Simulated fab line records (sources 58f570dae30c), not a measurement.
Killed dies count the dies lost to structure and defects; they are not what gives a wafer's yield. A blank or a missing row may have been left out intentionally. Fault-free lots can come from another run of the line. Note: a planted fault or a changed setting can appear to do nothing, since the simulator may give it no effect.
fab line records	flow berkeleyCmos170
record lots=6	wafers=18	lastDay=12
route steps=331 shown FIELD@96 SACOX@97 SCREENOX@100 NVT@104
lots with no fault: from the same line, run without faults
startH: the number of hours between the record's first day and the start of the first shown wafer of the lot	waitH: time in hours since the lot's previous step	" as in the row above	L1.1+2: several wafers, shown together as one row	- either no value or no given start	* or withheld: withheld	< > ~ a bound
route shown NAME@n: a module of which the file shows steps, and the number in the route of the first	usual: mean and standard deviation over wafers with no fault	same: alike in all rows	chamber/n: place in a boat	sites: per-site readings	_std_site: standard deviation across them	_edge_site: the outer-site mean with the inner-site mean subtracted	radiusMm: for every site, how far away it sits from the centre of the wafer	mask NAME#n: copy n	behind: tool/chamber where the wafer was last shaped	hold: what put the lot on hold/how long, in hours/how the hold closed	device: the transistor (n, p or np) that didn't switch	end of line: the route-end tests of the same wafers	step lacking rows: just its recipe	killed: the dies lost at the first sort to structure and to defects; this is not the yield of the wafer	map: a wafer's dies, marking killed ones x, the rest . and places with no die _
set.NAME: the setting as run; set.NAME@STEP: as run at that earlier step	model.NAME: the simulator's own value behind a step, which no gauge read
certain route steps with their lots: each step a table, each wafer a row
## steps
# step UCB170_FIELD_THK_MEAS_90
# recipe reads=SiO2_of_FIELD_OXIDATION_01
# usual FIELD_OXIDE_LEFT_1_THK=449/12
lot.wafer	tool	chamber	startH	waitH	FIELD_OXIDE_LEFT_1_THK[nm]
L611.1	filmMetro-02	-	120.87	0.0	459
L611.4	"	-	"	"	467
L611.5	"	-	"	"	466
L619.4	filmMetro-03	-	150.80	0.0	447
L619.5	"	-	"	"	450
L619.6	"	-	"	"	454
L620.1	filmMetro-03	-	150.83	0.1	466
L620.2	"	-	"	"	461
L620.6	"	-	"	"	469
L623.1	filmMetro-03	-	168.40	0.0	456
L623.3	"	-	"	"	440
L623.5	"	-	"	"	451
L631.1	filmMetro-03	-	199.13	0.0	444
L631.4	"	-	"	"	427
L631.6	"	-	"	"	441
L632.3	filmMetro-02	-	205.43	0.0	418
L632.4	"	-	"	"	411
L632.5	"	-	"	"	418
# step UCB170_SACOX_CLEAN_00
# recipe chemistry=dHF	dilution=25:1	timeS=7.5
# step UCB170_SACOX_OXIDATION_01
# recipe tempC=900	ambient=O2	targetThkA=144	oxTimeS=2400
# step UCB170_SACOX_THK_MEAS_02
# recipe reads=SiO2_of_SACOX_OXIDATION_01
# usual SACOX_OXIDE_THK=14.58/0.24
lot.wafer	tool	chamber	startH	waitH	SACOX_OXIDE_THK[nm]
L611.1	filmMetro-01	-	124.30	0.0	14.40
L611.4	"	-	"	"	14.46
L611.5	"	-	"	"	14.49
L620.1	filmMetro-01	-	153.98	0.1	14.61
L620.2	"	-	"	"	14.46
L620.6	"	-	"	"	14.45
L619.4	filmMetro-02	-	154.00	0.1	14.38
L619.5	"	-	"	"	14.46
L619.6	"	-	"	"	14.54
L623.1	filmMetro-02	-	172.48	0.1	15.13
L623.3	"	-	"	"	14.99
L623.5	"	-	"	"	15.15
L631.1	filmMetro-04	-	204.41	0.0	14.55
L631.4	"	-	"	"	14.86
L631.6	"	-	"	"	14.61
L632.3	filmMetro-02	-	211.70	0.0	14.32
L632.4	"	-	"	"	14.24
L632.5	"	-	"	"	14.46
# step UCB170_SCREENOX_WET_ETCH_00
# recipe chemistry=dHF	dilution=25:1	target=SiO2	tempC=25	timeS=200
# step UCB170_SCREENOX_OXIDATION_01
# recipe tempC=900	ambient=O2	targetThkA=144	oxTimeS=2400
# step UCB170_SCREENOX_THK_MEAS_02
# recipe reads=SiO2_of_SCREENOX_OXIDATION_01
# usual SCREENOX_OXIDE_THK=14.39/0.2
lot.wafer	tool	chamber	startH	waitH	SCREENOX_OXIDE_THK[nm]
L611.1	filmMetro-01	-	128.10	0.0	14.73
L611.4	"	-	"	"	14.47
L611.5	"	-	"	"	14.71
L620.1	filmMetro-02	-	156.84	0.0	14.40
L620.2	"	-	"	"	14.43
L620.6	"	-	"	"	14.65
L619.4	filmMetro-01	-	156.87	0.0	14.46
L619.5	"	-	"	"	14.24
L619.6	"	-	"	"	14.43
L623.1	filmMetro-02	-	177.64	0.0	14.16
L623.3	"	-	"	"	14.27
L623.5	"	-	"	"	14.28
L631.1	filmMetro-02	-	210.01	0.0	14.48
L631.4	"	-	"	"	14.57
L631.6	"	-	"	"	14.53
L632.3	filmMetro-01	-	218.21	0.0	14.49
L632.4	"	-	"	"	14.42
L632.5	"	-	"	"	14.60
# step UCB170_SCREENOX_ANNEAL_03
# recipe tempC=900	timeS=900	ambient=N2
# step UCB170_NVT_HMDS_00
# recipe primeTimeS=60	primeTempC=100
# step UCB170_NVT_COAT_01
# recipe resist=KrF	spinRpm=1500	resistThkNm=900
# step UCB170_NVT_SOFTBAKE_02
# recipe resist=KrF	tempC=130	timeS=60
# step UCB170_NVT_EXPOSE_03
# recipe maskId=PWELL	targetCdNm=3000	na=0.5	sigmaOuter=0.6	sourceShape=conventional	doseMj=30
# step UCB170_NVT_PEB_04
# recipe pebTempC=130	pebTimeS=withheld	resist=KrF
# usual chillPlateTempC=23.02/0.098	exhaustPa=45.0/0.76
lot.wafer	tool	chamber	startH	waitH	chillPlateTempC	exhaustPa
L611.1	lithoTrack-04	0	131.83	0.1	23.03	44.9
L611.4	"	0	"	"	23.08	44.7
L611.5	"	0	"	"	23.17	45.2
L620.1	lithoTrack-02	-	161.04	0.4	-	-
L620.2	"	-	"	"	-	-
L620.6	"	-	"	"	-	-
L619.4	lithoTrack-04	-	161.52	0.5	-	-
L619.5	"	-	"	"	-	-
L619.6	"	-	"	"	-	-
L623.1	lithoTrack-02	0	185.11	0.7	23.15	44.5
L623.3	"	0	"	"	23.22	44.5
L623.5	"	0	"	"	23.14	46.1
L631.1	lithoTrack-04	0	216.37	0.5	23.15	45.9
L631.4	"	0	"	"	23.17	45.6
L631.6	"	0	"	"	23.07	45.9
L632.3	lithoTrack-02	0	224.03	0.6	23.05	43.7
L632.4	"	0	"	"	23.08	45.4
L632.5	"	0	"	"	23.00	44.0
# step UCB170_NVT_DEVELOP_05
# recipe developer=TMAH	developTimeS=45	resist=KrF	devTempC=21
## key
firstSign step=UCB170_NVT_PEB_04	reading=toolRecord	direction=missing
effect none on later readings
metAt UCB170_NVT_PEB_04
struckWafers L619.4,L619.5,L619.6,L620.1,L620.2,L620.6
sortLeftOut L619.4,L619.5,L619.6,L620.1,L620.2,L620.6
testerLeftOut L619,L620
onsetBetween 131.83 161.04
fault kind=skippedStepWhole	tool=lithoTrack-02,lithoTrack-04	chamber=-	onsetH=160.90	steps=UCB170_NVT_PEB_04	scope=struckLotsOnly
# testerLeftOut: of these lots the tester's yield and bins aren't shown, on N5 and GAA mostly nor the transistor test; their killed dies are dies lost to structure and defects alone, not to doping, threshold or leakage, so they don't give the yield
# sortLeftOut: the simulated sort isn't trusted on such a fault, so these wafers' sort isn't shown, and their yield isn't known
